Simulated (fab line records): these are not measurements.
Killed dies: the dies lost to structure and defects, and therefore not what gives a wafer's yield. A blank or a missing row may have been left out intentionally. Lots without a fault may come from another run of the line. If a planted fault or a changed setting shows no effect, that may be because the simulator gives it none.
Which tool is to blame? | flow berkeley cmos170 | 21 wafers from 7 lots sampled at 2 of the route's 331 steps

WHAT EACH GAUGE READ, for each wafer
UCB170_PVT_OVL_MEAS_06.
lot  | measured     | on         | PVT_OVL (nm)
L848 | day 7 08:08  | overlay-01 | 5 5 -1
L851 | day 7 14:25  | overlay-01 | 10 -1 2
L863 | day 10 01:43 | overlay-01 | -6 -7 -6
L866 | day 10 11:18 | overlay-01 | -2 -6 3
L868 | day 11 08:54 | overlay-01 | 4 7 9
L870 | day 11 09:10 | overlay-02 | 14 6 10

EACH LOT AND THE TOOL THAT RAN IT (in order: tool; ch and the chambers of the sampled wafers; start)
lot  | UCB170_ZERO_PEB_04
L848 | litho track-01 ch 0, day 2 02:28
L851 | litho track-01 ch 0, day 2 22:10
L858 | litho track-01, day 4 05:24
L863 | litho track-01 ch 0, day 5 11:00
L866 | litho track-04 ch 0, day 5 17:40
L868 | litho track-03 ch 0, day 6 06:50
L870 | litho track-01 ch 0, day 6 20:03
- UCB170_ZERO_PEB_04

THE ANSWER, worked out from the rows above alone
Rule: the lots themselves supply what counts as usual. Put in order of their means at a reading, lots are off if they are a third of the lots or fewer, leave a main group of 4 or more, and stand apart from it by a gap of 3 or more times the standard deviation of the main group's means; of several such gaps the widest counts. If all means in a main group match to the digits the tables above print for the reading, that group is not used. A lot without any number at a reading at which 4 lots or more have one is off too. The other lots that the step has rows for count as sound.
Nothing can be told from this: no lot is off at any reading shown.

WHAT HAD BEEN PUT IN BY THE SIMULATOR
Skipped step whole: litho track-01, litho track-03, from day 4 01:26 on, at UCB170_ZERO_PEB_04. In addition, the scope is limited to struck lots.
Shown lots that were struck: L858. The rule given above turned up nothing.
